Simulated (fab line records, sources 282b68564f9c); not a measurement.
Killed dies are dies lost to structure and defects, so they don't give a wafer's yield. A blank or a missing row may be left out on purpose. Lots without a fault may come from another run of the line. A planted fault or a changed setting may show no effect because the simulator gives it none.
Which tool did it? | flow rit_cmos | 7 lots, 21 wafers sampled, at 2 steps of a route of 202

WHAT THE GAUGES READ, wafer by wafer
RIT_CONTACT_CD_MEAS_08: target cd 1000 nm.
lot  | measured    | on        | cd_nm (nm)
L462 | day 3 08:21 | cd_sem-02 | 998.4 997.3 998.8
L464 | day 3 20:05 | cd_sem-01 | 998.8 999.2 998.8
L466 | day 4 05:25 | cd_sem-02 | 1003.1 1003.3 1006.9
L473 | day 5 17:26 | cd_sem-01 | 1034.3 1031.3 1032.2
L475 | day 6 05:31 | cd_sem-02 | 998.8 1001.1 1000.1
L478 | day 6 17:25 | cd_sem-02 | 999.3 999.9 999.3
L480 | day 7 03:52 | cd_sem-01 | 1000.2 998.9 1002.0

WHICH TOOL RAN EACH LOT (tool, then ch and the chambers of the sampled wafers, then the start)
lot  | RIT_CONTACT_DEVELOP_07
L462 | litho_track-01 ch 0, day 3 08:00
L464 | litho_track-02 ch 0, day 3 19:00
L466 | litho_track-03 ch 0, day 4 05:00
L473 | litho_track-02 ch 0, day 5 17:00
L475 | litho_track-03 ch 0, day 6 05:00
L478 | litho_track-03 ch 0, day 6 17:00
L480 | litho_track-03 ch 0, day 7 03:00
- RIT_CONTACT_DEVELOP_07: develop time 120 s.

THE ANSWER, worked out from the rows above alone
Rule: what is usual is taken from the lots themselves. Put in order of their means at a reading, lots are off if they are a third of the lots or fewer, leave a main group of 4 or more, and stand apart from it by a gap of 3 or more times the standard deviation of the main group's means; of several such gaps the widest counts. A main group whose means are all the same, to the digits that the tables above print for the reading, isn't used. A lot without any number at a reading at which 4 lots or more have one is off too. The other lots that the step has rows for count as sound.
Off: L473, at RIT_CONTACT_CD_MEAS_08 (cd_nm). The main group: mean 1000.2 nm, standard deviation 2.
A tool fits if, at a process step before that reading, it ran every lot that is off, and no sound lot after the first of them. The gauges at RIT_CONTACT_CD_MEAS_08 are tried like those tools. One fits: litho_track-02 at RIT_CONTACT_DEVELOP_07. Its last sound lot is L464 (day 3 19:00), its first lot that is off L473 (day 5 17:00): a fault that began between those two fits.

WHAT THE SIMULATOR HAD PUT IN
Process parameter drift: litho_track-02, from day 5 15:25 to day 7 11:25, at RIT_CONTACT_DEVELOP_07. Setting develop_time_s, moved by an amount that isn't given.
Lots struck among those shown: L473. The rule above found the same.
